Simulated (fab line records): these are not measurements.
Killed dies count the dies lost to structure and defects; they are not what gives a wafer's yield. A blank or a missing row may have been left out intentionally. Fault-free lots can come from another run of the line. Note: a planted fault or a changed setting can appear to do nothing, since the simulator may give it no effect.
Matching of chambers / flow rit cmos / 3 sister chambers for RIT_CONTACT_CVD_00 on pecvd-02
The step deposits SiO2 from TEOS, target thk 400 nm, time 61 s. 3 wafers are shown with their chamber, then 7 later ones without.

WAFERS WITH THEIR CHAMBER
wafer=L792.3; chamber=0; heater power w (W)=252
wafer=L792.6; chamber=2; heater power w (W)=420
wafer=L796.5; chamber=1; heater power w (W)=226

WAFERS WITH NO CHAMBER GIVEN
wafer=L796.6; heater power w (W)=418
wafer=L801.3; heater power w (W)=285
wafer=L801.4; heater power w (W)=335
wafer=L801.5; heater power w (W)=294
wafer=L803.1; heater power w (W)=423
wafer=L803.2; heater power w (W)=293
wafer=L803.6; heater power w (W)=299

EACH ONE'S CHAMBER
wafer=L796.6; from the rows above=2; in truth=2
wafer=L801.3; from the rows above=can't be placed: 0 or 1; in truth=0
wafer=L801.4; from the rows above=can't be placed: 0 or 2 or 1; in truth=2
wafer=L801.5; from the rows above=can't be placed: 0 or 1 or 2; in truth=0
wafer=L803.1; from the rows above=2; in truth=2
wafer=L803.2; from the rows above=can't be placed: 0 or 1 or 2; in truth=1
wafer=L803.6; from the rows above=can't be placed: 0 or 1 or 2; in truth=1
Placed correctly: 2 of 7. From these rows, 5 cannot be placed; in 5 the true chamber is one of the candidates. Number placed wrongly: 0.
How it was worked out, from the rows above alone: a wafer's distance from a chamber is the root of the sum, over the readings, of the square of ((its reading less the chamber's mean) divided by the reading's scatter). If the next closest chamber is less than 2 further off than the closest, the wafer can't be placed; otherwise it belongs to the closest. For every chamber, the mean is computed from those of its wafers that are shown. The scatter (one wafer shown for each chamber): square how far every hidden wafer sits from the nearest shown wafer, average those squares and take the square root.
